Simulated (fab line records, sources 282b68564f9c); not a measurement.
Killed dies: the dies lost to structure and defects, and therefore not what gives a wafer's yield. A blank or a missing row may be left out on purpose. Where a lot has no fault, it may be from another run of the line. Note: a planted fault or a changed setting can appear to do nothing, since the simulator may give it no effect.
Which of the tools did it? :: flow ritCmos :: 14 lots with 42 wafers sampled at 4 steps, on a route of 202 steps

## WHAT THE GAUGES READ, wafer by wafer
RIT_FOX2_THK_MEAS_01. Usual: FOX2_OXIDE_THK typically reads 353 nm, with standard deviation 6.
lot: L290
measured: day 1 18:40
on: filmMetro-04
FOX2_OXIDE_THK (nm): 352 345 350
flag: 

lot: L291
measured: day 1 23:19
on: filmMetro-04
FOX2_OXIDE_THK (nm): 348 349 343
flag: 

lot: L292
measured: day 2 04:20
on: filmMetro-04
FOX2_OXIDE_THK (nm): 351 354 355
flag: 

lot: L294
measured: day 2 15:24
on: filmMetro-04
FOX2_OXIDE_THK (nm): 354 356 360
flag: 

lot: L295
measured: day 2 21:47
on: filmMetro-04
FOX2_OXIDE_THK (nm): 344 345 342
flag: 

lot: L296
measured: day 3 02:11
on: filmMetro-01
FOX2_OXIDE_THK (nm): 340 354 354
flag: 

lot: L297
measured: day 3 06:52
on: filmMetro-04
FOX2_OXIDE_THK (nm): 356 355 347
flag: 

lot: L298
measured: day 3 10:32
on: filmMetro-01
FOX2_OXIDE_THK (nm): 450 445 444
flag: OFF

lot: L304
measured: day 4 18:02
on: filmMetro-04
FOX2_OXIDE_THK (nm): 438 436 440
flag: OFF

lot: L305
measured: day 4 23:38
on: filmMetro-03
FOX2_OXIDE_THK (nm): 356 354 358
flag: 

lot: L306
measured: day 5 03:17
on: filmMetro-01
FOX2_OXIDE_THK (nm): 360 363 355
flag: 

lot: L307
measured: day 5 07:28
on: filmMetro-03
FOX2_OXIDE_THK (nm): 354 359 357
flag: 

lot: L309
measured: day 5 18:10
on: filmMetro-01
FOX2_OXIDE_THK (nm): 360 362 366
flag: 

lot: L312
measured: day 6 09:23
on: filmMetro-04
FOX2_OXIDE_THK (nm): 352 359 356
flag: 

RIT_FOX2_THK_MEAS_90. Usual: FIELD_OXIDE_LEFT_1_THK typically reads 326 nm, with standard deviation 6.1.
lot: L290
measured: day 1 19:37
on: filmMetro-04
FIELD_OXIDE_LEFT_1_THK (nm): 324 317 322
flag: 

lot: L291
measured: day 2 00:11
on: filmMetro-01
FIELD_OXIDE_LEFT_1_THK (nm): 321 322 316
flag: 

lot: L292
measured: day 2 05:13
on: filmMetro-03
FIELD_OXIDE_LEFT_1_THK (nm): 324 326 327
flag: 

lot: L294
measured: day 2 16:16
on: filmMetro-03
FIELD_OXIDE_LEFT_1_THK (nm): 326 328 332
flag: 

lot: L295
measured: day 2 22:44
on: filmMetro-03
FIELD_OXIDE_LEFT_1_THK (nm): 316 317 314
flag: 

lot: L296
measured: day 3 03:03
on: filmMetro-03
FIELD_OXIDE_LEFT_1_THK (nm): 313 326 327
flag: 

lot: L297
measured: day 3 07:44
on: filmMetro-01
FIELD_OXIDE_LEFT_1_THK (nm): 329 328 320
flag: 

lot: L298
measured: day 3 11:24
on: filmMetro-03
FIELD_OXIDE_LEFT_1_THK (nm): 422 418 416
flag: OFF

lot: L304
measured: day 4 18:55
on: filmMetro-04
FIELD_OXIDE_LEFT_1_THK (nm): 410 409 413
flag: OFF

lot: L305
measured: day 5 00:35
on: filmMetro-03
FIELD_OXIDE_LEFT_1_THK (nm): 328 327 331
flag: 

lot: L306
measured: day 5 04:14
on: filmMetro-04
FIELD_OXIDE_LEFT_1_THK (nm): 333 336 329
flag: 

lot: L307
measured: day 5 08:25
on: filmMetro-04
FIELD_OXIDE_LEFT_1_THK (nm): 327 331 330
flag: 

lot: L309
measured: day 5 19:02
on: filmMetro-04
FIELD_OXIDE_LEFT_1_THK (nm): 332 335 339
flag: 

lot: L312
measured: day 6 10:16
on: filmMetro-03
FIELD_OXIDE_LEFT_1_THK (nm): 324 332 329
flag: 

RIT_FOX2_THK_MEAS_91. Usual: FIELD_OXIDE_LEFT_2_THK typically reads 258 nm, with standard deviation 6.2.
lot: L290
measured: day 2 08:25
on: filmMetro-01
FIELD_OXIDE_LEFT_2_THK (nm): 255 249 254
flag: 

lot: L291
measured: day 2 13:48
on: filmMetro-01
FIELD_OXIDE_LEFT_2_THK (nm): 253 253 248
flag: 

lot: L292
measured: day 2 17:32
on: filmMetro-03
FIELD_OXIDE_LEFT_2_THK (nm): 255 257 259
flag: 

lot: L294
measured: day 3 04:43
on: filmMetro-03
FIELD_OXIDE_LEFT_2_THK (nm): 258 260 264
flag: 

lot: L295
measured: day 3 11:02
on: filmMetro-04
FIELD_OXIDE_LEFT_2_THK (nm): 248 249 246
flag: 

lot: L296
measured: day 3 15:40
on: filmMetro-01
FIELD_OXIDE_LEFT_2_THK (nm): 246 258 259
flag: 

lot: L297
measured: day 3 20:17
on: filmMetro-04
FIELD_OXIDE_LEFT_2_THK (nm): 262 261 252
flag: 

lot: L298
measured: day 4 00:37
on: filmMetro-03
FIELD_OXIDE_LEFT_2_THK (nm): 354 350 348
flag: OFF

lot: L304
measured: day 5 07:05
on: filmMetro-01
FIELD_OXIDE_LEFT_2_THK (nm): 343 340 345
flag: OFF

lot: L305
measured: day 5 12:36
on: filmMetro-03
FIELD_OXIDE_LEFT_2_THK (nm): 261 260 264
flag: 

lot: L306
measured: day 5 16:37
on: filmMetro-04
FIELD_OXIDE_LEFT_2_THK (nm): 266 269 262
flag: 

lot: L307
measured: day 5 20:55
on: filmMetro-03
FIELD_OXIDE_LEFT_2_THK (nm): 259 263 262
flag: 

lot: L309
measured: day 6 07:12
on: filmMetro-03
FIELD_OXIDE_LEFT_2_THK (nm): 265 268 271
flag: 

lot: L312
measured: day 6 22:46
on: filmMetro-01
FIELD_OXIDE_LEFT_2_THK (nm): 257 264 262
flag: 

## WHAT TOOL EACH LOT RAN ON (gives the tool, then ch and the chambers of the sampled wafers, and finally the start)
lot: L290
RIT_FOX2_OXIDATION_00: furnace-03 ch 0, day 1 17:21

lot: L291
RIT_FOX2_OXIDATION_00: furnace-03 ch 0, day 1 22:00

lot: L292
RIT_FOX2_OXIDATION_00: furnace-02 ch 0, day 2 03:00

lot: L294
RIT_FOX2_OXIDATION_00: furnace-01 ch 0, day 2 14:05

lot: L295
RIT_FOX2_OXIDATION_00: furnace-03 ch 0, day 2 20:29

lot: L296
RIT_FOX2_OXIDATION_00: furnace-02 ch 0, day 3 00:51

lot: L297
RIT_FOX2_OXIDATION_00: furnace-01 ch 0, day 3 05:32

lot: L298
RIT_FOX2_OXIDATION_00: furnace-01 ch 0, day 3 09:11

lot: L304
RIT_FOX2_OXIDATION_00: furnace-01 ch 0, day 4 16:44

lot: L305
RIT_FOX2_OXIDATION_00: furnace-03 ch 0, day 4 22:19

lot: L306
RIT_FOX2_OXIDATION_00: furnace-02 ch 0, day 5 01:58

lot: L307
RIT_FOX2_OXIDATION_00: furnace-03 ch 0, day 5 06:08

lot: L309
RIT_FOX2_OXIDATION_00: furnace-02 ch 0, day 5 16:49

lot: L312
RIT_FOX2_OXIDATION_00: furnace-02 ch 0, day 6 08:04
- RIT_FOX2_OXIDATION_00: target thk 350.7 nm, ox time 1130 s.

## WHAT THE TOOLS THEMSELVES READ (means of the sampled wafers that have a number; where no wafer has one, the mark that the record gives instead)
RIT_FOX2_OXIDATION_00. Usual: spikeTcCentreC is 1103.6 C with standard deviation 1.5, spikeTcLoadC is 1131.3 C with standard deviation 2, spikeTcSourceC is 1124.9 C with standard deviation 2.1, tubeCenterTempC is 1100 C with standard deviation 0.098, tube_center_temp_C_max is 1102.8 with standard deviation 0.5, zonePowerCentrePct is 59.0 % with standard deviation 2.9, and zonePowerLoadPct is 44.2 % with standard deviation 1.2.
lot: L290
tool: furnace-03
spikeTcCentreC (C): 1105.3
spikeTcLoadC (C): 1128.3
spikeTcSourceC (C): 1126.7
tubeCenterTempC (C): 1100
tube_center_temp_C_max: 1103.2
zonePowerCentrePct (%): 57.8
zonePowerLoadPct (%): 43.0
flag: 

lot: L291
tool: furnace-03
spikeTcCentreC (C): 1106.3
spikeTcLoadC (C): 1129.2
spikeTcSourceC (C): 1126.7
tubeCenterTempC (C): 1100
tube_center_temp_C_max: 1102.4
zonePowerCentrePct (%): 57.6
zonePowerLoadPct (%): 43.2
flag: 

lot: L292
tool: furnace-02
spikeTcCentreC (C): 1103.0
spikeTcLoadC (C): 1133.0
spikeTcSourceC (C): 1125.2
tubeCenterTempC (C): 1100
tube_center_temp_C_max: 1103.0
zonePowerCentrePct (%): 63.3
zonePowerLoadPct (%): 45.5
flag: 

lot: L294
tool: furnace-01
spikeTcCentreC (C): 1102.7
spikeTcLoadC (C): 1131.6
spikeTcSourceC (C): 1122.3
tubeCenterTempC (C): 1100
tube_center_temp_C_max: 1102.9
zonePowerCentrePct (%): 56.8
zonePowerLoadPct (%): 44.2
flag: 

lot: L295
tool: furnace-03
spikeTcCentreC (C): 1103.8
spikeTcLoadC (C): 1129.5
spikeTcSourceC (C): 1126.6
tubeCenterTempC (C): 1100
tube_center_temp_C_max: 1102.4
zonePowerCentrePct (%): 56.9
zonePowerLoadPct (%): 43.4
flag: 

lot: L296
tool: furnace-02
spikeTcCentreC (C): 1104.5
spikeTcLoadC (C): 1133.4
spikeTcSourceC (C): 1125.1
tubeCenterTempC (C): 1100
tube_center_temp_C_max: 1102.9
zonePowerCentrePct (%): 63.5
zonePowerLoadPct (%): 46.0
flag: 

lot: L297
tool: furnace-01
spikeTcCentreC (C): 1101.9
spikeTcLoadC (C): 1132.2
spikeTcSourceC (C): 1121.6
tubeCenterTempC (C): 1100
tube_center_temp_C_max: 1103.0
zonePowerCentrePct (%): 56.8
zonePowerLoadPct (%): 43.9
flag: 

lot: L298
tool: furnace-01
spikeTcCentreC (C): 1159.8
spikeTcLoadC (C): 1190.1
spikeTcSourceC (C): 1180.1
tubeCenterTempC (C): 1157
tube_center_temp_C_max: 1159.9
zonePowerCentrePct (%): 60.7
zonePowerLoadPct (%): 49.0
flag: OFF

lot: L304
tool: furnace-01
spikeTcCentreC (C): 1159.1
spikeTcLoadC (C): 1190.1
spikeTcSourceC (C): 1180.7
tubeCenterTempC (C): 1157
tube_center_temp_C_max: 1160.1
zonePowerCentrePct (%): 61.2
zonePowerLoadPct (%): 48.9
flag: OFF

lot: L305
tool: furnace-03
spikeTcCentreC (C): 1103.9
spikeTcLoadC (C): 1129.4
spikeTcSourceC (C): 1127.3
tubeCenterTempC (C): 1100
tube_center_temp_C_max: 1102.6
zonePowerCentrePct (%): 58.0
zonePowerLoadPct (%): 43.2
flag: 

lot: L306
tool: furnace-02
spikeTcCentreC (C): 1104.1
spikeTcLoadC (C): 1133.5
spikeTcSourceC (C): 1125.9
tubeCenterTempC (C): 1100
tube_center_temp_C_max: 1102.8
zonePowerCentrePct (%): 63.2
zonePowerLoadPct (%): 46.3
flag: 

lot: L307
tool: furnace-03
spikeTcCentreC (C): 1105.3
spikeTcLoadC (C): 1130.7
spikeTcSourceC (C): 1126.2
tubeCenterTempC (C): 1100
tube_center_temp_C_max: 1102.8
zonePowerCentrePct (%): 57.4
zonePowerLoadPct (%): 43.4
flag: 

lot: L309
tool: furnace-02
spikeTcCentreC (C): 1103.9
spikeTcLoadC (C): 1133.7
spikeTcSourceC (C): 1126.6
tubeCenterTempC (C): 1100
tube_center_temp_C_max: 1103.4
zonePowerCentrePct (%): 63.0
zonePowerLoadPct (%): 45.8
flag: 

lot: L312
tool: furnace-02
spikeTcCentreC (C): 1103.4
spikeTcLoadC (C): 1133.0
spikeTcSourceC (C): 1125.9
tubeCenterTempC (C): 1100
tube_center_temp_C_max: 1103.2
zonePowerCentrePct (%): 63.3
zonePowerLoadPct (%): 46.4
flag: 

## THE ANSWER, worked out from the rows above alone
Rule: take the mean of a lot's wafers that have a number; if it is more than 3 standard deviations from the usual mean, the lot is off. Also off: a lot with no number at a reading for which 4 or more lots have one. Where the step has rows for the other lots, those lots are counted as sound. First the gauges in route order, then the tools' own readings, where a lot's mean is used as printed above. The first step at which some lot is off is used, and at that step the reading that is off furthest; a lot without a number counts as furthest.
Off: at RIT_FOX2_THK_MEAS_01 (FOX2_OXIDE_THK), L298, L304.
A tool fits if, at a process step before that reading, it ran every lot that is off, and no sound lot after the first of them. Not tried: the gauges at RIT_FOX2_THK_MEAS_01; whatever is off there is also off at RIT_FOX2_OXIDATION_00, on other tools, and gauge error can't account for it. One candidate fits, namely furnace-01 at RIT_FOX2_OXIDATION_00. A fault onset in the window from L297 (day 3 05:32, its last sound lot) to L298 (day 3 09:11, its first lot off) fits.
The tool's own readings at RIT_FOX2_OXIDATION_00 bear it out: on the lots that are off they differ by more than 5 times the standard deviation of the sound lots' means. spikeTcCentreC reads 1159.4 C there against 1104.0 C on the sound lots; spikeTcLoadC reads 1190.1 C there against 1131.5 C on the sound lots; spikeTcSourceC reads 1180.4 C there against 1125.5 C on the sound lots; tubeCenterTempC reads 1157 C there against 1100 C on the sound lots; tube_center_temp_C_max reads 1160.0 there against 1102.9 on the sound lots.

## WHAT THE SIMULATOR PUT IN
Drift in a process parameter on furnace-01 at RIT_FOX2_OXIDATION_00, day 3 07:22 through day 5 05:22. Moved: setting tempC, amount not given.
Lots struck among those shown: L298, L304. The rule above reached the same finding.
